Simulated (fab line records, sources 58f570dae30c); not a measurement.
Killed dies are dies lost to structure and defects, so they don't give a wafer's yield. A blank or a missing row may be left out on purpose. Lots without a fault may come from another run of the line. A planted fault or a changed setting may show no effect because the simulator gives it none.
Chamber matching | flow berkeley_cmos170 | UCB170_V2_CMP_02 on cmp-02: 4 sister chambers
The step polishes SiO2. 16 wafers are shown with their chamber, then 8 later ones without.

WAFERS WITH THEIR CHAMBER
wafer  | chamber | motor_current_A (A)
L121.1 | 2       | 19.0
L121.4 | 0       | 16.3
L121.6 | 3       | 20.4
L120.2 | 3       | 19.6
L120.3 | 2       | 19.6
L120.5 | 3       | 18.7
L122.1 | 1       | 14.6
L122.5 | 2       | 19.6
L122.6 | 3       | 19.2
L123.2 | 2       | 20.8
L123.3 | 3       | 19.8
L123.4 | 0       | 16.8
L128.2 | 2       | 19.2
L128.3 | 0       | 16.1
L128.4 | 1       | 15.3
L130.4 | 1       | 15.4

SIGNATURES (means of the wafers above)
reading         | chamber 0 | chamber 1 | chamber 2 | chamber 3 | scatter within a chamber
motor_current_A | 16.400    | 15.100    | 19.640    | 19.540    | 0.593
Rule: a wafer's distance from a chamber is the root of the sum, over the readings, of the square of ((its reading less the chamber's mean) divided by the reading's scatter). The wafer belongs to the nearest chamber; if the next one is less than 2 further off, it can't be placed. The scatter: the root of (the sum of the squares of (reading less its chamber's mean) over the shown wafers, divided by (wafers less chambers)).

WAFERS WITHOUT THEIR CHAMBER
wafer  | motor_current_A (A)
L130.5 | 18.7
L130.6 | 21.2
L132.1 | 16.1
L132.4 | 19.6
L132.6 | 20.4
L137.3 | 20.1
L137.4 | 14.8
L137.6 | 19.4

WHICH CHAMBER EACH WENT THROUGH
wafer  | from the rows above     | in truth
L130.5 | can't be placed: 3 or 2 | 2
L130.6 | can't be placed: 2 or 3 | 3
L132.1 | can't be placed: 0 or 1 | 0
L132.4 | can't be placed: 2 or 3 | 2
L132.6 | can't be placed: 2 or 3 | 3
L137.3 | can't be placed: 2 or 3 | 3
L137.4 | 1                       | 1
L137.6 | can't be placed: 3 or 2 | 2
Placed correctly: 1 of 8. Can't be placed from these rows: 7 (the true chamber is among the candidates in 7). Placed wrongly: 0.
